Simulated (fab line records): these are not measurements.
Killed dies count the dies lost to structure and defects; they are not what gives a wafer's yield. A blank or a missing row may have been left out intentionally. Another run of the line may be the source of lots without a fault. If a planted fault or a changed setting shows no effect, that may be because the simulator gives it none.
fab line records | flow ritCmos
record: lots: 7 wafers: 21 lastDay: 6
route steps=202 shown PLDD@116 SPACER@125
lots untouched by any fault: they come from a run of this same line in which no faults occurred
startH: hours from the record's opening day to when the first of the lot's shown wafers began | waitH: hours since the lot's step before | " repeats the value in the row above | L1.1+2: a single row standing in for several wafers | - no value, or no start was given | * or withheld: withheld | < > ~ a bound
route shown NAME@n: a module of which the file shows steps, and the number in the route of the first | usual: mean/standard deviation of fault-free wafers | same: alike in all rows | chamber/n: place in a boat | sites: readings site by site | _std_site: the standard deviation of these | _edge_site: inner sites' mean taken away from outer sites' mean | radiusMm: for every site, how far away it sits from the centre of the wafer | mask NAME#n: copy n | behind: the tool/chamber that last shaped the wafer | hold: why the lot went on hold/how many hours it stayed there/how the hold came to an end | device: transistor that didn't switch, given as n, p or np | end of line: at the end of the route, the tests of the same wafers | for a step that has no rows: nothing shown but its recipe | killed: the dies lost at the first sort to structure and to defects; this is not the yield of the wafer | map: a wafer's dies, x killed, . not, _ none there
set.NAME: the run value of the setting; set.NAME@STEP: its run value at that earlier step | model.NAME: the simulator's own value behind a step, which no gauge read
lots seen at some steps along the route; tables by step, rows by wafer
services: the hour from which a tool's chamber was out of use, counted from the record's first day as startH (under 0 if before that day), plus the number of hours and why
== steps ==
step: RIT_PLDD_SOFTBAKE_02
recipe: resist: NOVOLAK tempC: 90 timeS: 60
step: RIT_PLDD_EXPOSE_03
recipe: maskId: M8 na: 0.57 targetCdNm: 40900 doseMj: 250
step: RIT_PLDD_PEB_04
recipe: resist: NOVOLAK tempC: withheld timeS: withheld
step: RIT_PLDD_DEVELOP_05
recipe: resist: NOVOLAK developTimeS: 50 devTempC: 23
step: RIT_PLDD_OVL_MEAS_06
usual: PLDD_OVL: -0.2/1.2
columns lot.wafer tool chamber startH waitH PLDD_OVL[nm]
L228.2 overlay-01 - 52.01 - 1.5
L228.4 " - " " 0.2
L228.5 " - " " -0.7
L232.1 overlay-02 - 77.33 - 0.9
L232.5 " - " " 1.2
L232.6 " - " " -0.6
L235.1 overlay-02 - 83.68 - -0.6
L235.3 " - " " -1.0
L235.5 " - " " -1.2
L236.2 overlay-02 - 87.75 - 0.2
L236.3 " - " " 0.8
L236.6 " - " " 2.0
L237.1 overlay-01 - 93.44 - -0.9
L237.4 " - " " -0.1
L237.6 " - " " -0.4
L238.3 overlay-01 - 103.81 - -0.9
L238.4 " - " " -0.5
L238.5 " - " " -1.3
L246.3 overlay-02 - 138.75 - 1.3
L246.5 " - " " 0.8
L246.6 " - " " 0.6
step: RIT_PLDD_HARDBAKE_07
recipe: resist: NOVOLAK tempC: 140 timeS: 60
step: RIT_PLDD_IMPLANT_08
recipe: species: BF2 energyKev: 20 doseCm2: 9e+14 tiltDeg: 7
step: RIT_PLDD_STRIP_09
recipe: chemistry: O2 timeS: 180 resist: NOVOLAK platenTempC: withheld powerW: 500 pressureMtorr: 4000 o2FlowSccm: 4000
usual: drypumpMotorCurrentA: 5.9/0.57
same: timeS: 180
columns lot.wafer tool chamber startH waitH drypumpMotorCurrentA rfHoursCounterH
L228.2 plasmaAsher-01 1 52.34 0.1 5.1 42
L228.4 " 1 " " 5.1 -
L228.5 " 1 " " 5.1 -
L232.1 plasmaAsher-03 0 77.67 0.1 6.4 41
L232.5 " 1 " " 5.6 -
L232.6 " 0 " " 6.4 -
L235.1 plasmaAsher-04 0 84.01 0.1 6.0 44
L235.3 " 1 " " 5.4 -
L235.5 " 0 " " 6.0 -
L236.2 plasmaAsher-01 0 88.08 0.1 6.6 45
L236.3 " 1 " " 5.1 -
L236.6 " 0 " " 6.6 -
L237.1 plasmaAsher-01 1 93.85 0.1 5.1 46
L237.4 " 1 " " 5.1 -
L237.6 " 0 " " 6.6 -
L238.3 plasmaAsher-03 0 104.20 0.1 6.5 -
L238.4 " 1 " " 5.6 -
L238.5 " 0 " " 6.5 -
L246.3 plasmaAsher-01 0 139.13 0.1 6.6 -
L246.5 " 1 " " 5.1 -
L246.6 " 0 " " 6.6 -
step: RIT_PLDD_TW_MEAS_10
usual: PLDD_TW: 2349/15
columns lot.wafer tool chamber startH waitH PLDD_TW
L228.2 filmMetro-02 - 52.52 0.1 2324
L228.4 " - " " 2347
L228.5 " - " " 2345
L232.1 filmMetro-02 - 77.84 0.1 2329
L232.5 " - " " 2336
L232.6 " - " " 2348
L235.1 filmMetro-02 - 84.19 0.1 2348
L235.3 " - " " 2336
L235.5 " - " " 2341
L236.2 filmMetro-01 - 88.26 0.1 2342
L236.3 " - " " 2341
L236.6 " - " " 2355
L237.1 filmMetro-02 - 94.03 0.1 2344
L237.4 " - " " 2356
L237.6 " - " " 2335
L238.3 filmMetro-01 - 104.33 0.1 2332
L238.4 " - " " 2360
L238.5 " - " " 2345
L246.3 filmMetro-02 - 139.27 0.1 2334
L246.5 " - " " 2322
L246.6 " - " " 2331
step: RIT_SPACER_CLEAN_00
recipe: chemistry: SC1 mix: 3:3:50 timeS: 600 tempC: 75
step: RIT_SPACER_CLEAN_01
recipe: chemistry: dHF dilution: 50:1 timeS: 30
step: RIT_SPACER_CLEAN_02
recipe: chemistry: SC2 mix: 3:3:50 timeS: 600 tempC: 75 dry: n2Spin
step: RIT_SPACER_CVD_03
recipe: material: Si3N4 targetThkNm: 250 tempC: 810 precursor: SiH2Cl2/NH3 timeS: 3300 pressureMtorr: 300 sih2cl2FlowSccm: 60 nh3FlowSccm: 150
usual: pressureMtorr: 300.0/0.61 spikeTcCentreC: 812.3/1.6 spikeTcLoadC: 835/3.5 spikeTcSourceC: 832.0/2.3 susceptorTempC: 810.0/0.34 zonePowerLoadPct: 22.3/0.99
same: timeS: 3300
columns lot.wafer tool chamber startH waitH pressureMtorr spikeTcCentreC spikeTcLoadC spikeTcSourceC susceptorTempC zonePowerLoadPct model.Si3N4_of_SPACER_CVD_03.thkNm
L228.2 lpcvd-01 1 55.15 2.2 299.1 812.2 838 832.8 810.2 21.7 251.4
L228.4 " 1 " " 299.8 815.0 836 833.0 810.2 21.8 249
L228.5 " 1 " " 299.1 810.5 838 833.0 810.1 21.6 250.9
L232.1 lpcvd-01 1 78.48 0.0 298.6 813.6 838 831.8 809.6 21.8 249.8
L232.5 " 1 " " 299.6 813.0 837 836.4 810.2 21.9 247.1
L232.6 " 1 " " 299.9 812.8 838 831.6 810.4 22.4 250
L235.1 lpcvd-01 1 84.62 0.0 300.2 858.2 882 878.3 854.6 24.6 420.2
L235.3 " 1 " " 299.9 857.8 882 880.1 855.1 24.3 418.4
L235.5 " 1 " " 300.3 858.2 884 877.3 854.7 24.9 420.8
L236.2 lpcvd-01 0 89.03 0.0 300.2 857.8 883 873.7 855.1 23.3 413.8
L236.3 " 0 " " 300.1 856.8 885 874.2 855.5 23.4 415.2
L236.6 " 0 " " 299.9 857.2 883 872.1 855.5 23.7 415.6
L237.1 lpcvd-02 0 94.82 0.0 301.1 810.8 835 830.2 810.2 22.8 250.3
L237.4 " 0 " " 299.9 809.1 836 831.0 810.0 23.0 249.9
L237.6 " 0 " " 301.4 810.8 837 833.1 809.9 22.9 251.6
L238.3 lpcvd-01 0 104.76 0.0 300.1 857.2 885 873.5 855.0 23.4 423
L238.4 " 0 " " 300.1 858.2 883 874.7 855.0 23.2 422.2
L238.5 " 0 " " 300.1 856.4 885 873.7 855.4 23.4 423.8
L246.3 lpcvd-02 1 139.87 0.0 300.1 813.2 830 832.7 810.3 23.5 249.3
L246.5 " 1 " " 300.9 814.5 829 834.3 810.0 23.2 251.9
L246.6 " 1 " " 299.8 812.5 828 834.0 810.0 23.5 249.7
step: RIT_SPACER_THK_MEAS_04
recipe: reads: Si3N4_of_SPACER_CVD_03
usual: SPACER_NITRIDE_THK: 249.5/2.2
columns lot.wafer tool chamber startH waitH SPACER_NITRIDE_THK[nm]
L228.2 filmMetro-04 - 57.07 0.0 251.4
L228.4 " - " " 249.0
L228.5 " - " " 250.9
L232.1 filmMetro-03 - 80.40 0.0 249.8
L232.5 " - " " 247.2
L232.6 " - " " 250.0
L235.1 filmMetro-04 - 87.49 0.0 420.2
L235.3 " - " " 418.3
L235.5 " - " " 420.4
L236.2 filmMetro-04 - 90.96 0.0 413.3
L236.3 " - " " 415.2
L236.6 " - " " 415.5
L237.1 filmMetro-04 - 96.74 0.0 250.4
L237.4 " - " " 250.0
L237.6 " - " " 251.6
L238.3 filmMetro-02 - 106.70 0.0 423.0
L238.4 " - " " 422.1
L238.5 " - " " 423.6
L246.3 filmMetro-03 - 141.80 0.0 249.1
L246.5 " - " " 251.7
L246.6 " - " " 249.8
step: RIT_SPACER_ETCHBACK_05
recipe: targetDepthA: 2500 SF6_flow_sccm: 30 CHF3_flow_sccm: 30 target: Si3N4 chemistry: SF6/CHF3 pressureMtorr: 40 rfW: 250 timeS: 240 stopOn: SiO2
usual: drypumpMotorCurrentA: 5.5/0.52 oesProductAu: 0.838/0.013 throttleValvePct: 10.20/0.16
same: timeS: 240
columns lot.wafer tool chamber startH waitH drypumpMotorCurrentA oesProductAu rfHoursCounterH throttleValvePct model.Si3N4_of_SPACER_CVD_03.thkNm model.etch.depthNm
L228.2 rieDiel-02 1 57.12 0.0 5.3 0.837 168 10.13 198 251.4
L228.4 " 2 " " 5.3 0.824 7 9.96 196.3 249
L228.5 " 1 " " 5.3 0.827 - 10.12 197.4 250.9
L232.1 rieDiel-04 1 80.46 0.1 5.3 0.852 144 10.15 195.5 249.8
L232.5 " 1 " " 5.3 0.846 - 10.15 193.7 247.1
L232.6 " 2 " " 5.4 0.844 - 10.17 195.8 250
L235.1 rieDiel-04 2 87.55 0.1 5.4 1.005 60 10.22 328.8 314.4
L235.3 " 0 " " 5.0 0.991 29 10.21 328.6 310.3
L235.5 " 2 " " 5.4 0.996 - 10.23 330.3 311.2
L236.2 rieDiel-02 3 91.01 0.0 6.7 1.020 136 10.41 322.4 319.5
L236.3 " 2 " " 5.3 0.959 8 10.01 327.6 304.8
L236.6 " 1 " " 5.3 0.963 - 10.15 326.8 308.9
L237.1 rieDiel-02 2 96.80 0.1 5.3 0.827 8 9.97 198.5 250.3
L237.4 " 3 " " 6.7 0.848 136 10.35 195.4 249.9
L237.6 " 2 " " 5.3 0.824 - 9.98 198.6 251.6
L238.3 rieDiel-02 3 106.74 0.0 6.7 1.037 137 10.41 328.6 322.8
L238.4 " 0 " " 5.3 1.013 101 10.54 327.1 325.9
L238.5 " 0 " " 5.3 1.026 - 10.51 327.8 327.5
L246.3 rieDiel-04 1 141.84 0.0 5.3 0.850 145 10.15 194.6 249.3
L246.5 " 3 " " 5.7 0.841 - 9.99 196.3 251.9
L246.6 " 2 " " 5.4 0.842 - 10.17 195.4 249.7
== services ==
columns tool chamber startH hours kind
lpcvd-02 - 47.39 16.1 repair
rieDiel-04 - 49.01 1.1 repair
rieDiel-02 1 59.75 - clean
rieDiel-02 1 59.75 12.9 scheduledDown
rieDiel-02 1 59.75 12.9 ventCycle
plasmaAsher-03 - 99.70 4.1 repair
plasmaAsher-04 - 108.75 9.0 pm
plasmaAsher-04 0 108.75 9.0 ventCycle
plasmaAsher-04 1 108.75 9.0 ventCycle
plasmaAsher-01 - 112.34 9.9 pm
lpcvd-01 - 113.53 14.6 pm
plasmaAsher-04 0 117.75 - clean
plasmaAsher-04 1 117.75 - clean
== key ==
firstSign: step: RIT_SPACER_CVD_03 reading: susceptorTempC direction: up sigmas: 99+ usual: * struck: *
effect: step: RIT_SPACER_CVD_03 reading: spikeTcCentreC direction: up sigmas: 28 usual: 812.3 struck: 857.5
effect: step: RIT_SPACER_THK_MEAS_04 reading: SPACER_NITRIDE_THK direction: up sigmas: 76 usual: 249.5 struck: 419.1
effect: step: RIT_SPACER_ETCHBACK_05 reading: oesProductAu direction: up sigmas: 12 usual: 0.838 struck: 1.001
modelEffect: step: RIT_SPACER_CVD_03 value: Si3N4_of_SPACER_CVD_03.thkNm without: 248.8 struck: 419.2
modelEffect: step: RIT_SPACER_ETCHBACK_05 value: Si3N4_of_SPACER_CVD_03.thkNm without: 194.4 struck: 327.5
metAt RIT_SPACER_CVD_03
struckWafers L235.1,L235.3,L235.5,L236.2,L236.3,L236.6,L238.3,L238.4,L238.5
laterRowsLeftOut L235.1,L235.3,L235.5,L236.2,L236.3,L236.6,L238.3,L238.4,L238.5
sortLeftOut L235.1,L235.3,L235.5,L236.2,L236.3,L236.6,L238.3,L238.4,L238.5
testerLeftOut L235,L236,L238
fault: kind: processParameterDrift tool: lpcvd-01 chamber: - onsetH: 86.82 steps: RIT_SPACER_CVD_03 channel: tempC offset: * shape: step endH: 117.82 actsIn: * stated: *
testerLeftOut: of these lots the tester's yield and bins aren't shown, on N5 and GAA mostly nor the transistor test; their killed dies are dies lost to structure and defects alone, not to doping, threshold or leakage, so they don't give the yield
sortLeftOut: the simulated sort isn't trusted on such a fault, so these wafers' sort isn't shown, and their yield isn't known
laterRowsLeftOut: the simulator's readings of these wafers behind a module that went badly wrong aren't trusted and aren't shown, but for the sort
